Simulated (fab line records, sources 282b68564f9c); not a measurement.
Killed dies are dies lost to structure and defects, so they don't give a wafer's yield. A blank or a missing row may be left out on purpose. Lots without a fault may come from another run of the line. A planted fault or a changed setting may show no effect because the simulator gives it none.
Which tool did it? | flow rit_cmos | 14 lots, 42 wafers sampled, at 4 steps of a route of 202

WHAT THE GAUGES READ, wafer by wafer
RIT_ACTIVE_THK_MEAS_02. Usual: ACTIVE_OXIDE_THK 47.3 nm, standard deviation 0.93.
lot  | measured    | on            | ACTIVE_OXIDE_THK (nm) | flag
L830 | day 1 12:03 | film_metro-03 | 47.8 46.6 47.0        |
L831 | day 1 17:04 | film_metro-02 | 47.7 47.6 48.3        |
L832 | day 1 22:03 | film_metro-03 | 47.4 45.3 46.5        |
L833 | day 2 03:03 | film_metro-03 | 49.2 49.2 48.5        |
L834 | day 2 08:04 | film_metro-04 | 45.5 45.8 45.6        |
L837 | day 3 01:02 | film_metro-02 | 47.1 46.8 47.4        |
L838 | day 3 04:04 | film_metro-02 | 47.6 47.7 47.6        |
L840 | day 3 14:03 | film_metro-02 | 47.9 47.1 47.1        |
L841 | day 3 19:03 | film_metro-04 | 49.0 48.1 47.9        |
L842 | day 4 01:05 | film_metro-04 | 46.6 48.1 47.4        |
L843 | day 4 05:19 | film_metro-03 | 46.8 46.9 46.3        |
L844 | day 4 10:04 | film_metro-04 | 48.6 48.4 48.3        |
L846 | day 4 20:11 | film_metro-03 | 48.4 47.7 48.0        |
L853 | day 6 07:03 | film_metro-02 | 46.7 46.4 47.2        |

RIT_GATE_THK_MEAS_09. Usual: GATE_POLY_THK 249.4 nm, standard deviation 2.6.
lot  | measured    | on            | GATE_POLY_THK (nm) | flag
L830 | day 2 11:19 | film_metro-02 | 253.4 252.4 253.3  |
L831 | day 2 17:37 | film_metro-01 | 254.7 251.1 251.8  |
L832 | day 3 02:08 | film_metro-01 | 245.1 242.2 247.6  |
L833 | day 3 04:08 | film_metro-01 | 248.1 248.6 249.0  |
L834 | day 3 08:08 | film_metro-04 | 252.0 252.4 252.6  |
L837 | day 4 03:01 | film_metro-01 | 248.6 248.6 248.7  |
L838 | day 4 05:22 | film_metro-04 | 253.4 255.5 254.6  |
L840 | day 4 14:34 | film_metro-01 | 246.7 249.3 246.7  |
L841 | day 4 19:55 | film_metro-01 | 248.0 248.4 246.2  |
L842 | day 5 00:58 | film_metro-04 | 249.8 250.2 251.1  |
L843 | day 5 09:53 | film_metro-01 | 251.5 249.0 248.8  |
L844 | day 5 11:59 | film_metro-04 | 246.4 246.1 247.1  |
L846 | day 6 00:30 | film_metro-01 | 246.4 247.3 246.0  |
L853 | day 7 07:08 | film_metro-01 | 248.8 250.1 248.9  |

RIT_SDANNEAL_RS_MEAS_04: measures by four-point-probe. Usual: PSD_RS 115.08 ohm/sq, standard deviation 0.29.
lot  | measured    | on            | PSD_RS (ohm/sq)      | flag
L830 | day 3 01:43 | film_metro-04 | 114.93 114.93 115.40 |
L831 | day 3 07:53 | film_metro-03 | 115.13 115.05 115.07 |
L832 | day 3 15:47 | film_metro-03 | 114.91 115.26 114.92 |
L833 | day 3 18:05 | film_metro-04 | 115.07 115.07 115.15 |
L834 | day 3 22:18 | film_metro-04 | 115.13 115.49 115.04 |
L837 | day 4 18:13 | film_metro-04 | 115.28 115.27 115.26 |
L838 | day 4 19:37 | film_metro-04 | 115.45 115.35 115.17 |
L840 | day 5 04:23 | film_metro-04 | 114.78 114.83 114.89 |
L841 | day 5 10:19 | film_metro-03 | 115.41 115.38 115.54 |
L842 | day 5 17:59 | film_metro-04 | 115.01 114.73 115.07 |
L843 | day 6 00:29 | film_metro-02 | 114.73 115.12 114.79 |
L844 | day 6 02:40 | film_metro-03 | 115.43 115.33 115.56 |
L846 | day 6 15:19 | film_metro-03 | 115.31 115.58        |
L853 | day 7 22:34 | film_metro-04 | 115.06 115.17 115.22 |

WHICH TOOL RAN EACH LOT (tool, then ch and the chambers of the sampled wafers, then the start)
lot  | RIT_GATE_ETCH_19
L830 | rie_si-02 ch 0,2, day 2 12:32
L831 | rie_si-01 ch 0,1,3, day 2 19:01
L832 | rie_si-02 ch 0,2, day 3 03:21
L833 | rie_si-01 ch 2,3, day 3 05:29
L834 | rie_si-02 ch 2,3, day 3 09:29
L837 | rie_si-01 ch 0,1,2, day 4 04:22
L838 | rie_si-02 ch 2,3, day 4 06:34
L840 | rie_si-02 ch 0,1,2, day 4 15:50
L841 | rie_si-01 ch 1,3, day 4 21:19
L842 | rie_si-02 ch 1,2,3, day 5 02:20
L843 | rie_si-01 ch 0,3, day 5 11:07
L844 | rie_si-02 ch 0,2,3, day 5 13:19
L846 | rie_si-02 ch 1,2,3, day 6 01:43
L853 | rie_si-01 ch 1,2, day 7 08:31
- RIT_GATE_ETCH_19: etches poly-Si in SF6/CHF3/O2, stops on SiO2, time 165 s, target depth 312.5 nm.

WHAT THE TOOLS THEMSELVES READ (means of the sampled wafers that have a number; where no wafer has one, the mark that the record gives instead)
RIT_GATE_ETCH_19. Usual: drypump_motor_current_A 5.6 A, standard deviation 0.38; oes_product_au 0.843 a.u., standard deviation 0.013; throttle_valve_pct 10.26 %, standard deviation 0.11.
lot  | tool      | drypump_motor_current_A (A) | oes_product_au (a.u.) | throttle_valve_pct (%) | flag
L830 | rie_si-02 | 5.8                         | 0.853                 | 10.28                  |
L831 | rie_si-01 | 5.4                         | 0.849                 | 10.30                  |
L832 | rie_si-02 | 5.7                         | 0.829                 | 10.35                  |
L833 | rie_si-01 | 5.9                         | 0.854                 | 10.14                  |
L834 | rie_si-02 | 5.6                         | 0.842                 | 10.36                  |
L837 | rie_si-01 | 5.5                         | 0.854                 | 10.23                  |
L838 | rie_si-02 | 5.4                         | 0.848                 | 10.32                  |
L840 | rie_si-02 | 5.9                         | 0.840                 | 10.24                  |
L841 | rie_si-01 | 5.5                         | 0.827                 | 10.34                  |
L842 | rie_si-02 | 5.7                         | 0.840                 | 10.25                  |
L843 | rie_si-01 | 5.2                         | 0.853                 | 10.27                  |
L844 | rie_si-02 | 5.6                         | 0.941                 | 10.30                  | OFF
L846 | rie_si-02 | 5.7                         | 0.931                 | 10.26                  | OFF
L853 | rie_si-01 | 5.9                         | 0.855                 | 10.17                  |

THE ANSWER, worked out from the rows above alone
Rule: a lot is off if the mean of its wafers that have a number lies more than 3 standard deviations from the usual mean. A lot without any number at a reading at which 4 lots or more have one is off too. The other lots that the step has rows for count as sound. The gauges are gone through in route order, then the tools' own readings, and for those a lot's mean is taken as printed above. The first step at which some lot is off is used, and at that step the reading that is off furthest; a lot without a number counts as furthest.
Off: L844, L846, at RIT_GATE_ETCH_19 (oes_product_au).
A tool fits if, at that step or a process step before it, it ran every lot that is off, and no sound lot after the first of them. One fits: rie_si-02 at RIT_GATE_ETCH_19. Its last sound lot is L842 (day 5 02:20), its first lot that is off L844 (day 5 13:19): a fault that began between those two fits.
The tool's own readings at RIT_GATE_ETCH_19 bear it out: on the lots that are off they differ by more than 5 times the standard deviation of the sound lots' means. oes_product_au reads 0.936 a.u. there against 0.845 a.u. on the sound lots.

WHAT THE SIMULATOR HAD PUT IN
Process parameter drift: rie_si-02, from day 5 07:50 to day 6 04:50, at RIT_GATE_ETCH_19. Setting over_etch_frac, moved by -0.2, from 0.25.
Lots struck among those shown: L844, L846. The rule above found the same.
